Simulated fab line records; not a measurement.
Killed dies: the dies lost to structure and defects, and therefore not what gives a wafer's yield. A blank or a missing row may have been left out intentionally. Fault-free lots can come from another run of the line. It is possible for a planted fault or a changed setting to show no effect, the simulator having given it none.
fab line records ; flow rit_cmos
[record] lots = 6; wafers = 18; last_day = 7
route steps=202 shown PSD@149 SDANNEAL@153 NSD@158 PLDD@159 NLDD@160 SILICIDE@161
lots with no fault: from the same line, run without faults
start_h: the number of hours between the record's first day and the start of the first shown wafer of the lot ; wait_h: hours since the lot's step before ; " as in the row above ; L1.1+2: several wafers, shown together as one row ; - either no value or no given start ; * or withheld: withheld ; < > ~ a bound
route shown NAME@n: NAME is a module with steps in the file, n the number in the route of the first one ; usual: the fault-free wafers' mean and standard deviation ; same: alike in all rows ; chamber/n: place in a boat ; sites: per-site readings ; _std_site: the standard deviation of these ; _edge_site: mean of outer sites minus mean of inner sites ; radius_mm: for every site, how far away it sits from the centre of the wafer ; mask NAME#n: copy n ; behind: the most recent tool/chamber to have shaped the wafer ; hold: the reason the lot was held/the length of the hold in hours/how it ended ; device: names the non-switching transistor (n, p or np) ; end of line: the tests these same wafers got at the end of their route ; for a step that has no rows: nothing shown but its recipe ; killed: not the wafer's yield, but the dies lost to structure and defects at the first sort ; map: shows each die of a wafer: x if killed, . if not, _ if none is there
set.NAME: the setting that was run; set.NAME@STEP: the one run at that earlier step ; model.NAME: the simulator's own value behind a step, which no gauge read
lots at some steps of the route; a table a step, a row a wafer
services: from which hour (start_h, from the record's first day; less than 0 if before it) a tool's chamber was out of use, for how many hours, and why
[[steps]]
[step RIT_PSD_HARDBAKE_07]
[recipe] resist = NOVOLAK; temp_c = 140; time_s = 60
[step RIT_PSD_IMPLANT_08]
[recipe] species = BF2; energy_kev = 27; dose_cm2 = 5.057e+15; tilt_deg = 7
[step RIT_PSD_STRIP_09]
[recipe] chemistry = O2; time_s = 180; resist = NOVOLAK; platen_temp_c = withheld; power_w = 500; pressure_mtorr = 4000; o2_flow_sccm = 4000
[usual] drypump_motor_current_A = 5.5/0.44
lot.wafer;tool;chamber;start_h;wait_h;drypump_motor_current_A;rf_hours_counter_h
L647.2;plasma_asher-01;0;64.90;0.1;5.6;44
L647.3;plasma_asher-01;1;64.90;0.1;5.7;-
L647.5;plasma_asher-01;1;64.90;0.1;5.7;-
L653.1;plasma_asher-02;1;96.44;0.1;4.9;39
L653.2;plasma_asher-02;0;96.44;0.1;6.3;39
L653.5;plasma_asher-02;0;96.44;0.1;6.3;-
L654.2;plasma_asher-04;0;98.89;0.1;5.2;34
L654.4;plasma_asher-04;0;98.89;0.1;5.2;-
L654.5;plasma_asher-04;0;98.89;0.1;5.2;-
L665.1;plasma_asher-01;0;155.94;0.1;5.6;52
L665.3;plasma_asher-01;0;155.94;0.1;5.6;-
L665.6;plasma_asher-01;1;155.94;0.1;5.6;-
L666.2;plasma_asher-04;0;160.77;0.1;5.2;42
L666.3;plasma_asher-04;0;160.77;0.1;5.2;-
L666.4;plasma_asher-04;1;160.77;0.1;5.6;-
L667.1;plasma_asher-02;0;166.38;0.1;6.3;5
L667.5;plasma_asher-02;0;166.38;0.1;6.3;-
L667.6;plasma_asher-02;1;166.38;0.1;4.9;-
[step RIT_PSD_TW_MEAS_10]
[usual] PSD_TW = 3431/15
lot.wafer;tool;chamber;start_h;wait_h;PSD_TW
L647.2;film_metro-02;-;65.08;0.1;3441
L647.3;film_metro-02;-;65.08;0.1;3431
L647.5;film_metro-02;-;65.08;0.1;3441
L653.1;film_metro-04;-;96.61;0.1;3445
L653.2;film_metro-04;-;96.61;0.1;3445
L653.5;film_metro-04;-;96.61;0.1;3433
L654.2;film_metro-04;-;99.08;0.1;3434
L654.4;film_metro-04;-;99.08;0.1;3434
L654.5;film_metro-04;-;99.08;0.1;3441
L665.1;film_metro-04;-;156.12;0.1;3426
L665.3;film_metro-04;-;156.12;0.1;3422
L665.6;film_metro-04;-;156.12;0.1;3413
L666.2;film_metro-04;-;160.96;0.1;3429
L666.3;film_metro-04;-;160.96;0.1;3419
L666.4;film_metro-04;-;160.96;0.1;3425
L667.1;film_metro-04;-;166.55;0.1;3448
L667.5;film_metro-04;-;166.55;0.1;3435
L667.6;film_metro-04;-;166.55;0.1;3425
[step RIT_SDANNEAL_CLEAN_00]
[recipe] chemistry = SC1; mix = 3:3:50; time_s = 600; temp_c = 75
[step RIT_SDANNEAL_CLEAN_01]
[recipe] chemistry = dHF; dilution = 50:1; time_s = 30
[step RIT_SDANNEAL_CLEAN_02]
[recipe] chemistry = SC2; mix = 3:3:50; time_s = 600; temp_c = 75; dry = n2_spin
[step RIT_SDANNEAL_RTA_03]
[recipe] temp_c = 1050; time_s = 5; idle_temp_c = 600; ramp_up_c_per_s = 342; ramp_down_c_per_s = 171; cool_to_c = 600; ambient = N2
[usual] wafer_temp_C_max = 1053.5/1.1
lot.wafer;tool;chamber;start_h;wait_h;wafer_temp_C_max
L647.2;rtp_anneal-01;0;65.51;0.0;1053.5
L647.3;rtp_anneal-01;0;65.51;0.0;1053.7
L647.5;rtp_anneal-01;0;65.51;0.0;1052.9
L653.1;rtp_anneal-01;0;97.04;0.0;1054.2
L653.2;rtp_anneal-01;0;97.04;0.0;1053.8
L653.5;rtp_anneal-01;0;97.04;0.0;1053.4
L654.2;rtp_anneal-02;0;99.51;0.0;1053.3
L654.4;rtp_anneal-02;0;99.51;0.0;1054.3
L654.5;rtp_anneal-02;0;99.51;0.0;1051.7
L665.1;rtp_anneal-01;0;156.56;0.0;1053.3
L665.3;rtp_anneal-01;0;156.56;0.0;1054.1
L665.6;rtp_anneal-01;0;156.56;0.0;1052.6
L666.2;rtp_anneal-02;0;161.40;0.0;1051.6
L666.3;rtp_anneal-02;0;161.40;0.0;1056.2
L666.4;rtp_anneal-02;0;161.40;0.0;1053.5
L667.1;rtp_anneal-01;0;167.01;0.0;1051.8
L667.5;rtp_anneal-01;0;167.01;0.0;1054.4
L667.6;rtp_anneal-01;0;167.01;0.0;1055.3
[step RIT_SDANNEAL_RS_MEAS_04]
[recipe] thk_meas_gauge = four-point-probe
[usual] PSD_RS = 115.71/0.3
lot.wafer;tool;chamber;start_h;wait_h;PSD_RS[ohm/sq]
L647.2;film_metro-04;-;65.58;0.1;115.43
L647.3;film_metro-04;-;65.58;0.1;115.51
L647.5;film_metro-04;-;65.58;0.1;115.43
L653.1;film_metro-02;-;97.10;0.0;115.48
L653.2;film_metro-02;-;97.10;0.0;115.90
L653.5;film_metro-02;-;97.10;0.0;115.84
L654.2;film_metro-04;-;99.57;0.1;115.13
L654.4;film_metro-04;-;99.57;0.1;115.54
L654.5;film_metro-04;-;99.57;0.1;115.37
L665.1;film_metro-02;-;156.62;0.0;115.16
L665.3;film_metro-02;-;156.62;0.0;115.77
L665.6;film_metro-02;-;156.62;0.0;115.63
L666.2;film_metro-02;-;161.47;0.1;115.30
L666.3;film_metro-02;-;161.47;0.1;115.27
L666.4;film_metro-02;-;161.47;0.1;115.36
L667.1;film_metro-04;-;167.07;0.0;116.00
L667.5;film_metro-04;-;167.07;0.0;115.67
L667.6;film_metro-04;-;167.07;0.0;115.60
[step RIT_SDANNEAL_RS_MEAS_05]
[recipe] thk_meas_gauge = four-point-probe
[usual] NSD_RS = 84.36/0.29
lot.wafer;tool;chamber;start_h;wait_h;NSD_RS[ohm/sq]
L647.2;film_metro-04;-;65.70;0.1;84.33
L647.3;film_metro-04;-;65.70;0.1;84.20
L647.5;film_metro-04;-;65.70;0.1;84.50
L653.1;film_metro-02;-;97.22;0.1;84.24
L653.2;film_metro-02;-;97.22;0.1;84.42
L653.5;film_metro-02;-;97.22;0.1;84.15
L654.2;film_metro-04;-;99.69;0.1;84.22
L654.4;film_metro-04;-;99.69;0.1;84.07
L654.5;film_metro-04;-;99.69;0.1;84.45
L665.1;film_metro-02;-;156.74;0.1;84.32
L665.3;film_metro-02;-;156.74;0.1;84.14
L665.6;film_metro-02;-;156.74;0.1;83.94
L666.2;film_metro-02;-;161.59;0.1;84.34
L666.3;film_metro-02;-;161.59;0.1;84.59
L666.4;film_metro-02;-;161.59;0.1;84.48
L667.1;film_metro-04;-;167.19;0.1;84.37
L667.5;film_metro-04;-;167.19;0.1;84.36
L667.6;film_metro-04;-;167.19;0.1;84.73
[step RIT_SDANNEAL_RS_MEAS_06]
[recipe] thk_meas_gauge = four-point-probe
[usual] PLDD_RS = 178.4/0.48
lot.wafer;tool;chamber;start_h;wait_h;PLDD_RS[ohm/sq]
L647.2;film_metro-04;-;65.82;0.1;178.5
L647.3;film_metro-04;-;65.82;0.1;177.9
L647.5;film_metro-04;-;65.82;0.1;178.5
L653.1;film_metro-02;-;97.34;0.1;177.8
L653.2;film_metro-02;-;97.34;0.1;178.2
L653.5;film_metro-02;-;97.34;0.1;178.1
L654.2;film_metro-04;-;99.81;0.1;178.6
L654.4;film_metro-04;-;99.81;0.1;179.0
L654.5;film_metro-04;-;99.81;0.1;178.4
L665.1;film_metro-02;-;156.86;0.1;178.5
L665.3;film_metro-02;-;156.86;0.1;178.6
L665.6;film_metro-02;-;156.86;0.1;178.0
L666.2;film_metro-02;-;161.71;0.1;178.6
L666.3;film_metro-02;-;161.71;0.1;178.7
L666.4;film_metro-02;-;161.71;0.1;178.2
L667.1;film_metro-04;-;167.31;0.1;178.6
L667.5;film_metro-04;-;167.31;0.1;178.0
L667.6;film_metro-04;-;167.31;0.1;177.9
[step RIT_SDANNEAL_RS_MEAS_07]
[recipe] thk_meas_gauge = four-point-probe
[usual] NLDD_RS = 152.6/0.63
lot.wafer;tool;chamber;start_h;wait_h;NLDD_RS[ohm/sq]
L647.2;film_metro-04;-;65.94;0.1;152.3
L647.3;film_metro-04;-;65.94;0.1;152.0
L647.5;film_metro-04;-;65.94;0.1;151.9
L653.1;film_metro-02;-;97.46;0.1;153.3
L653.2;film_metro-02;-;97.46;0.1;153.6
L653.5;film_metro-02;-;97.46;0.1;153.1
L654.2;film_metro-04;-;99.93;0.1;152.6
L654.4;film_metro-04;-;99.93;0.1;152.1
L654.5;film_metro-04;-;99.93;0.1;152.2
L665.1;film_metro-02;-;156.98;0.1;153.0
L665.3;film_metro-02;-;156.98;0.1;153.1
L665.6;film_metro-02;-;156.98;0.1;153.1
L666.2;film_metro-02;-;161.83;0.1;152.2
L666.3;film_metro-02;-;161.83;0.1;152.1
L666.4;film_metro-02;-;161.83;0.1;152.2
L667.1;film_metro-04;-;167.43;0.1;152.6
L667.5;film_metro-04;-;167.43;0.1;152.7
L667.6;film_metro-04;-;167.43;0.1;152.2
[step RIT_SILICIDE_WET_ETCH_00]
[recipe] chemistry = BOE; target = SiO2; target_depth_nm = 14; time_s = 15; dry = n2_spin; dilution = 10:1; temp_c = 21.5
[usual] bath_heat_duty_pct = 1.7/0.37; run_length_s = 43.6/2.2
lot.wafer;tool;chamber;start_h;wait_h;bath_heat_duty_pct;run_length_s;model.SiO2_of_FOX2_OXIDATION_00.thk_nm
L647.2;wet_bench-03;2;66.04;0.1;1.7;41.7;152.4
L647.3;wet_bench-03;2;66.04;0.1;2.3;41.7;157.5
L647.5;wet_bench-03;2;66.04;0.1;2.3;41.7;154.3
L653.1;wet_bench-04;1;97.58;0.1;-;-;163.9
L653.2;wet_bench-04;1;97.58;0.1;-;-;162.9
L653.5;wet_bench-04;1;97.58;0.1;-;-;163.8
L654.2;wet_bench-03;0;100.03;0.1;-;-;174.6
L654.4;wet_bench-03;0;100.03;0.1;-;-;167.1
L654.5;wet_bench-03;0;100.03;0.1;-;-;169.3
L665.1;wet_bench-01;3;157.10;0.1;1.7;48.3;155.7
L665.3;wet_bench-01;3;157.10;0.1;1.5;48.3;159.4
L665.6;wet_bench-01;3;157.10;0.1;1.1;48.3;163.3
L666.2;wet_bench-03;0;161.93;0.1;2.0;43.1;141.2
L666.3;wet_bench-03;0;161.93;0.1;2.0;43.1;142.4
L666.4;wet_bench-03;0;161.93;0.1;2.1;43.1;141.3
L667.1;wet_bench-04;2;167.55;0.1;2.0;41.5;140.7
L667.5;wet_bench-04;2;167.55;0.1;1.9;41.5;140.2
L667.6;wet_bench-04;2;167.55;0.1;1.8;41.5;144.3
[step RIT_SILICIDE_SPUTTER_01]
[recipe] material = Ti; target_thk_nm = 30; power_w = 350; chamber_pressure_pa = 0.667; gas = Ar; time_s = 240; substrate_temp_c = 25
[usual] throttle_valve_pct = 30.0/0.85
lot.wafer;tool;chamber;start_h;wait_h;throttle_valve_pct
L647.2;pvd_sputter-02;-;66.05;0.0;31.0
L647.3;pvd_sputter-02;-;66.05;0.0;28.3
L647.5;pvd_sputter-02;-;66.05;0.0;29.8
L653.1;pvd_sputter-02;-;97.59;0.0;30.2
L653.2;pvd_sputter-02;-;97.59;0.0;28.6
L653.5;pvd_sputter-02;-;97.59;0.0;29.7
L654.2;pvd_sputter-04;-;100.05;0.0;30.9
L654.4;pvd_sputter-04;-;100.05;0.0;29.1
L654.5;pvd_sputter-04;-;100.05;0.0;29.2
L665.1;pvd_sputter-02;-;157.11;0.0;29.8
L665.3;pvd_sputter-02;-;157.11;0.0;28.9
L665.6;pvd_sputter-02;-;157.11;0.0;30.8
L666.2;pvd_sputter-04;-;161.94;0.0;29.1
L666.3;pvd_sputter-04;-;161.94;0.0;29.3
L666.4;pvd_sputter-04;-;161.94;0.0;30.5
L667.1;pvd_sputter-02;-;167.56;0.0;28.4
L667.5;pvd_sputter-02;-;167.56;0.0;30.2
L667.6;pvd_sputter-02;-;167.56;0.0;28.4
[[services]]
tool;chamber;start_h;hours;kind
plasma_asher-01;-;83.32;14.6;pm
pvd_sputter-04;-;94.50;0.7;repair
plasma_asher-02;-;108.75;9.0;pm
plasma_asher-02;0;108.75;9.0;vent_cycle
plasma_asher-02;1;108.75;9.0;vent_cycle
plasma_asher-02;-;117.75;2.8;pm
plasma_asher-02;0;117.75;-;clean
plasma_asher-02;1;117.75;-;clean
[[key]]
[first_sign] step = RIT_SILICIDE_WET_ETCH_00; reading = tool_record; direction = missing
effect none on later readings
[model_effect] step = RIT_SILICIDE_WET_ETCH_00; value = SiO2_of_FOX2_OXIDATION_00.thk_nm; without = 151.5; struck = 166.9
met_at RIT_SILICIDE_WET_ETCH_00
struck_wafers L653.1,L653.2,L653.5,L654.2,L654.4,L654.5
later_rows_left_out L653.1,L653.2,L653.5,L654.2,L654.4,L654.5
sort_left_out L653.1,L653.2,L653.5,L654.2,L654.4,L654.5
tester_left_out L653,L654
onset_between 66.04 97.58
[fault] kind = skipped_step_whole; tool = wet_bench-03,wet_bench-04; chamber = -; onset_h = 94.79; steps = RIT_SILICIDE_WET_ETCH_00; scope = struck_lots_only
// tester_left_out: of these lots the tester's yield and bins aren't shown, on N5 and GAA mostly nor the transistor test; their killed dies are dies lost to structure and defects alone, not to doping, threshold or leakage, so they don't give the yield
// sort_left_out: the simulated sort isn't trusted on such a fault, so these wafers' sort isn't shown, and their yield isn't known
// later_rows_left_out: the simulator's readings of these wafers behind a module that went badly wrong aren't trusted and aren't shown, but for the sort
